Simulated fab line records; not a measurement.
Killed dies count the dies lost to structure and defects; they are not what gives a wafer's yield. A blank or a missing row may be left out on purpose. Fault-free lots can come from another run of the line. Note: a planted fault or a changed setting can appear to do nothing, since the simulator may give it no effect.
Which tool was responsible? + flow berkeley_cmos170 + 45 wafers from 15 lots sampled at 4 of the route's 331 steps

WHAT THE GAUGES READ, wafer by wafer
UCB170_SACOX_THK_MEAS_02.
| lot  | measured    | on            | SACOX_OXIDE_THK (nm) |
|------|-------------|---------------|----------------------|
| L786 | day 5 13:48 | film_metro-01 | 14.87 14.95 14.84    |
| L787 | day 5 13:50 | film_metro-03 | 14.68 14.78 14.79    |
| L788 | day 5 19:24 | film_metro-01 | 14.45 14.28 14.66    |
| L791 | day 5 19:25 | film_metro-02 | 14.36 14.05 14.31    |
| L790 | day 5 19:25 | film_metro-03 | 14.66 14.51 14.56    |
| L789 | day 5 19:28 | film_metro-01 | 14.36 14.36 14.34    |
| L794 | day 6 21:01 | film_metro-02 | 14.82 14.49 14.70    |
| L793 | day 6 21:01 | film_metro-03 | 14.58 14.83 14.52    |
| L795 | day 7 04:29 | film_metro-02 | 14.66 14.78 14.89    |
| L797 | day 7 04:28 | film_metro-03 | 14.81 14.99 15.04    |
| L796 | day 7 12:50 | film_metro-03 | 14.72 14.70 14.74    |
| L800 | day 8 04:26 | film_metro-01 | 6.25 6.07 6.50       |
| L802 | day 8 11:13 | film_metro-02 | 14.39 14.40 14.63    |
| L805 | day 9 00:12 | film_metro-03 | 6.31 6.71 6.56       |
| L804 | day 9 00:10 | film_metro-02 | 6.48 6.36 6.45       |

UCB170_PVT_OVL_MEAS_06.
| lot  | measured    | on         | PVT_OVL (nm) |
|------|-------------|------------|--------------|
| L786 | day 6 01:53 | overlay-01 | 3 3 3        |
| L787 | day 6 02:20 | overlay-02 | 2 -3 -3      |
| L788 | day 6 06:24 | overlay-02 | 12 9 13      |
| L791 | day 6 06:19 | overlay-02 | 7 2 1        |
| L790 | day 6 06:20 | overlay-01 | 4 1 1        |
| L789 | day 6 06:35 | overlay-01 | -10 -12 -5   |
| L794 | day 7 08:45 | overlay-02 | -1 5 7       |
| L793 | day 7 08:59 | overlay-01 | 3 1 1        |
| L795 | day 7 16:11 | overlay-01 | 2 8 -3       |
| L797 | day 7 15:52 | overlay-01 | 2 6 4        |
| L796 | day 8 00:16 | overlay-01 | 4 9 7        |
| L800 | day 8 16:28 | overlay-02 | -4 -3 -5     |
| L802 | day 9 00:01 | overlay-02 | -4 -1 -2     |
| L805 | day 9 12:17 | overlay-01 | 5 9 2        |
| L804 | day 9 12:49 | overlay-01 | 6 3 -9       |

EACH LOT AND THE TOOL THAT RAN IT (in order: tool; ch and the chambers of the sampled wafers; start)
| lot  | UCB170_ACTIVE_ETCH_15             | UCB170_SACOX_OXIDATION_01    |
|------|-----------------------------------|------------------------------|
| L786 | rie_diel-04 ch 1,2,3, day 4 15:04 | furnace-02 ch 0, day 5 12:08 |
| L787 | rie_diel-02 ch 2,3, day 4 15:11   | furnace-02 ch 0, day 5 12:08 |
| L788 | rie_diel-01 ch 0,1,3, day 4 19:07 | furnace-02 ch 0, day 5 17:44 |
| L791 | rie_diel-04 ch 0,3, day 4 22:44   | furnace-02 ch 0, day 5 17:44 |
| L790 | rie_diel-02 ch 0,2,3, day 4 23:01 | furnace-02 ch 0, day 5 17:44 |
| L789 | rie_diel-01 ch 0,1, day 4 23:17   | furnace-02 ch 0, day 5 17:44 |
| L794 | rie_diel-02 ch 1,2,3, day 5 22:58 | furnace-02 ch 0, day 6 19:21 |
| L793 | rie_diel-04 ch 1,2,3, day 5 23:14 | furnace-02 ch 0, day 6 19:21 |
| L795 | rie_diel-02 ch 0,1,2, day 6 06:19 | furnace-04 ch 0, day 7 02:49 |
| L797 | rie_diel-04 ch 1,2, day 6 08:01   | furnace-04 ch 0, day 7 02:49 |
| L796 | rie_diel-02 ch 1,2, day 6 15:51   | furnace-04 ch 0, day 7 11:10 |
| L800 | rie_diel-04 ch 0,1,2, day 7 05:43 | furnace-04 ch 0, day 8 02:46 |
| L802 | rie_diel-02 ch 0,1,2, day 7 14:01 | furnace-02 ch 0, day 8 09:32 |
| L805 | rie_diel-04 ch 1,2, day 8 01:23   | furnace-04 ch 0, day 8 22:31 |
| L804 | rie_diel-02 ch 0,1,3, day 8 01:38 | furnace-04 ch 0, day 8 22:31 |
- UCB170_ACTIVE_ETCH_15: etches Si3N4 in CH3F/Ar/O2, stops on SiO2, target depth 242 nm, time 151 s.
- UCB170_SACOX_OXIDATION_01: target thk 14.4 nm, ox time 2400 s.

AS READ BY THE TOOLS THEMSELVES (means over the sampled wafers that have a number; for cases with no such wafer, the mark the record gives instead)
UCB170_ACTIVE_ETCH_15.
| lot  | tool        | drypump_motor_current_A (A) | oes_product_au (a.u.) | throttle_valve_pct (%) |
|------|-------------|-----------------------------|-----------------------|------------------------|
| L786 | rie_diel-04 | 5.2                         | 0.929                 | 8.12                   |
| L787 | rie_diel-02 | 5.8                         | 0.948                 | 8.18                   |
| L788 | rie_diel-01 | 5.6                         | 0.946                 | 8.07                   |
| L791 | rie_diel-04 | 6.0                         | 0.929                 | 7.99                   |
| L790 | rie_diel-02 | 5.7                         | 0.950                 | 8.10                   |
| L789 | rie_diel-01 | 5.7                         | 0.951                 | 8.00                   |
| L794 | rie_diel-02 | 5.9                         | 0.949                 | 8.03                   |
| L793 | rie_diel-04 | 5.2                         | 0.936                 | 8.13                   |
| L795 | rie_diel-02 | 5.9                         | 0.956                 | 7.95                   |
| L797 | rie_diel-04 | 4.9                         | 0.929                 | 8.20                   |
| L796 | rie_diel-02 | 6.2                         | 0.956                 | 7.88                   |
| L800 | rie_diel-04 | 5.3                         | 0.952                 | 8.08                   |
| L802 | rie_diel-02 | 5.9                         | 0.948                 | 7.94                   |
| L805 | rie_diel-04 | 4.9                         | 0.950                 | 8.15                   |
| L804 | rie_diel-02 | 5.9                         | 0.954                 | 8.09                   |

UCB170_SACOX_OXIDATION_01.
| lot  | tool       | spike_tc_centre_C (C) | spike_tc_load_C (C) | spike_tc_source_C (C) | tube_center_temp_C (C) | tube_center_temp_C_max | zone_power_load_pct (%) | zone_power_source_pct (%) |
|------|------------|-----------------------|---------------------|-----------------------|------------------------|------------------------|-------------------------|---------------------------|
| L786 | furnace-02 | 904.3                 | 923.6               | 923.6                 | 900.03                 | 902.2                  | 29.3                    | 30.9                      |
| L787 | furnace-02 | 903.3                 | 924.6               | 922.7                 | 899.99                 | 902.2                  | 29.2                    | 30.8                      |
| L788 | furnace-02 | 904.6                 | 924.3               | 923.6                 | 900.08                 | 902.1                  | 29.2                    | 31.0                      |
| L791 | furnace-02 | 903.6                 | 924.3               | 922.9                 | 899.94                 | 901.9                  | 29.3                    | 31.1                      |
| L790 | furnace-02 | 903.6                 | 924.1               | 923.8                 | 899.98                 | 902.6                  | 29.1                    | 31.2                      |
| L789 | furnace-02 | 903.0                 | 923.7               | 923.2                 | 900.03                 | 902.4                  | 29.6                    | 30.8                      |
| L794 | furnace-02 | 904.2                 | 924.3               | 922.7                 | 899.98                 | 902.7                  | 29.4                    | 30.9                      |
| L793 | furnace-02 | 905.5                 | 921.8               | 922.9                 | 899.95                 | 902.2                  | 29.4                    | 31.1                      |
| L795 | furnace-04 | 902.1                 | 921.9               | 924.0                 | 900.04                 | 902.7                  | 28.8                    | 26.1                      |
| L797 | furnace-04 | 902.8                 | 921.6               | 924.1                 | 899.98                 | 902.4                  | 28.4                    | 26.5                      |
| L796 | furnace-04 | 902.9                 | 922.4               | 924.5                 | 899.99                 | 902.6                  | 28.6                    | 26.6                      |
| L800 | furnace-04 | 830.1                 | 848.0               | 849.8                 | 827.08                 | 829.4                  | 23.7                    | 21.9                      |
| L802 | furnace-02 | 904.2                 | 924.3               | 923.2                 | 900.01                 | 902.6                  | 29.4                    | 31.1                      |
| L805 | furnace-04 | 829.2                 | 847.9               | 849.6                 | 827.00                 | 829.2                  | 24.0                    | 21.9                      |
| L804 | furnace-04 | 829.9                 | 848.1               | 849.5                 | 827.12                 | 829.8                  | 23.8                    | 21.9                      |

THE ANSWER, worked out from the rows above alone
Rule: the lots themselves supply what counts as usual. Put in order of their means at a reading, lots are off if they are a third of the lots or fewer, leave a main group of 4 or more, and stand apart from it by a gap of 3 or more times the standard deviation of the main group's means; of several such gaps the widest counts. Not used: any main group whose means are identical at the precision the tables above print for the reading. A lot without any number at a reading at which 4 lots or more have one is off too. The other lots that the step has rows for count as sound. After the gauges, taken in route order, come the tools' own readings; for these a lot's mean is taken, as printed above. At the first step where some lot is off, the reading lying furthest off is the one used; lots without a number count as furthest.
Off: L800, L805, L804, at UCB170_SACOX_THK_MEAS_02 (SACOX_OXIDE_THK). Main group: mean 14.62 nm, sd 0.2.
A tool fits if, at a process step before that reading, it ran every lot that is off, and no sound lot after the first of them. The gauges at UCB170_SACOX_THK_MEAS_02 aren't tried: what is off there is off at UCB170_SACOX_OXIDATION_01 too, on other tools, and a gauge's error can't cause that. One fits: UCB170_SACOX_OXIDATION_01 on furnace-04. Its last sound lot is L796 (day 7 11:10), its first lot that is off L800 (day 8 02:46): a fault that began between those two fits.
The tool's own readings at UCB170_SACOX_OXIDATION_01 bear it out: on the lots that are off they differ by more than 5 times the standard deviation of the sound lots' means. spike_tc_centre_C reads 829.7 C there against 903.7 C on the sound lots; spike_tc_load_C reads 848.0 C there against 923.4 C on the sound lots; spike_tc_source_C reads 849.6 C there against 923.4 C on the sound lots; tube_center_temp_C reads 827.07 C there against 900.00 C on the sound lots; tube_center_temp_C_max reads 829.5 there against 902.4 on the sound lots; zone_power_load_pct reads 23.8 % there against 29.1 % on the sound lots.

WHAT THE SIMULATOR HAD INSERTED
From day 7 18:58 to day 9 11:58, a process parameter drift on furnace-04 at UCB170_SACOX_OXIDATION_01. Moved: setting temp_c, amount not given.
Lots struck among those shown: L800, L804, L805. The rule above found the same.
